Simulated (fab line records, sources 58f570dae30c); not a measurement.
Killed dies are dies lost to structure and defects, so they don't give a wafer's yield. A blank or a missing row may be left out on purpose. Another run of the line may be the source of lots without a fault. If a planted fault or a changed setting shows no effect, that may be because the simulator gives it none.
A lot that was struck, set against a sound lot || flow berkeleyCmos170 || 19 out of 331 route steps
Sound: these wafers, L472.1, L472.3, L472.4. Wafers struck: L484.1, L484.3, L484.4. Last of all comes the cause.
Order at every step that has rows: each side's tool, ch and its chambers, its first start. Under that, the readings that differ: sound wafers || struck wafers || difference of the means || sigmas: that difference in standard deviations of wafers without a fault.
alike: readings whose means differ by less than 2 such deviations, and words and numbers that are the same on both sides. not compared: withheld readings, readings that some wafer has no value for, bounds like >300 that may hide the same value, and numbers for which the record gives no deviation and whose values overlap.
The two part at a step that has a row with sigmas, a row that says differs or no value, or rows on one side only. Numbers that don't overlap but have no deviation are shown without sigmas and don't part them. Lack of a reading on every wafer of one side parts them only where that side has two or more wafers.

UCB170_M1_CD_MEAS_90: target cd 700 nm.
  sound on cdSem-02 at day 9 23:02; struck on cdSem-02 at day 12 13:29
  alike: cdNm
then, 1 step without rows for these wafers: UCB170_M1_ANNEAL_14 (time 1200 s).
UCB170_V1_CVD_00: deposits SiO2 from TEOS/O2, target thk 2000 nm, time 250 s.
  sound on pecvd-02 ch 0,1,2, day 10 01:16; struck on pecvd-03 ch 0,2, day 12 14:56
  alike: heaterPowerW
UCB170_V1_THK_MEAS_01:
  sound on filmMetro-02 at day 10 01:25; struck on filmMetro-04 at day 12 15:05
  alike: V1_TEOS_THK
UCB170_V1_CMP_02: polishes SiO2.
  sound on cmp-02 ch 0,1,3, day 10 01:29; struck on cmp-02 ch 0,1,3, day 12 15:12
  alike: edgeZonePressureFrac, motorCurrentA, platenRpm
UCB170_V1_BOW_MEAS_03:
  sound on filmMetro-03 at day 10 01:47; struck on filmMetro-03 at day 12 15:27
  alike: V1_BOW
UCB170_V1_THK_MEAS_04:
  sound on filmMetro-03 at day 10 01:54; struck on filmMetro-03 at day 12 15:34
  alike: V1_POLISHED_THK
then, 5 steps without rows for these wafers: UCB170_V1_CLEAN_05 (cleans in DIW); UCB170_V1_HMDS_06 (prime time 60 s); UCB170_V1_COAT_07 (resist thk 900 nm); UCB170_V1_SOFTBAKE_08 (time 60 s); UCB170_V1_EXPOSE_09 (exposes mask VIA1, target cd 700 nm).
UCB170_V1_PEB_10:
  sound on lithoTrack-04 ch 0, day 10 03:06; struck on lithoTrack-04 ch 0, day 12 17:23
{"reading": "heaterPowerTotalW (W)", "sound": "56.74 56.85 56.78", "struck": "57.19 57.18 57.22", "difference": "+0.41", "sigmas": "+8"}
{"reading": "plateTempC (C)", "sound": "129.95 130.10 129.89", "struck": "130.81 130.63 130.83", "difference": "+0.78", "sigmas": "+6"}
  alike: resistLineTempC
then, 1 step without rows for these wafers: UCB170_V1_DEVELOP_11 (develop time 45 s).
UCB170_V1_CD_MEAS_12: target cd 700 nm.
  sound on cdSem-02 at day 10 03:23; struck on cdSem-01 at day 12 17:40
{"reading": "cdNm (nm)", "sound": "699.5 698.3 698.8", "struck": "702.8 704.2 703.3", "difference": "+4.6", "sigmas": "+4"}
UCB170_V1_OVL_MEAS_13:
  sound on overlay-01 at day 10 03:30; struck on overlay-02 at day 12 17:47
  alike: V1_OVL
UCB170_V1_ETCH_14: etches SiO2 in CHF3/CF4/Ar, stops on Al, target depth 1250 nm, time 291 s.
  sound on rieDiel-04 ch 0,1,2, day 10 03:32; struck on rieDiel-03 ch 0,1,3, day 12 17:50
{"reading": "model.V1.cdNm (nm)", "sound": "699.2 698.9 697.4", "struck": "701.5 704 703.1", "difference": "+4.4", "sigmas": ""}
  alike: CHF3_flow_sccm, drypumpMotorCurrentA, oesProductAu, throttleValvePct
  not compared: rfHoursCounterH
UCB170_V1_STRIP_15: strips in O2.
  sound on plasmaAsher-01 ch 0,1, day 10 03:43; struck on plasmaAsher-03 ch 0,1, day 12 18:00
  alike: drypumpMotorCurrentA, oesProductAu, stripTimeToEndpointS
  not compared: rfHoursCounterH
next, for these wafers, 1 step has no rows: UCB170_M3_PROBE_99.

## WHERE THEY PART
First at UCB170_V1_PEB_10; last, within this record, at UCB170_V1_CD_MEAS_12. Later steps at which nothing parts them and some readings are alike: UCB170_V1_OVL_MEAS_13, UCB170_V1_ETCH_14, UCB170_V1_STRIP_15.

WHY: whatever the simulator had introduced
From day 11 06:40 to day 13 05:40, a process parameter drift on lithoTrack-04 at UCB170_V1_PEB_10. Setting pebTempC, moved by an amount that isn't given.
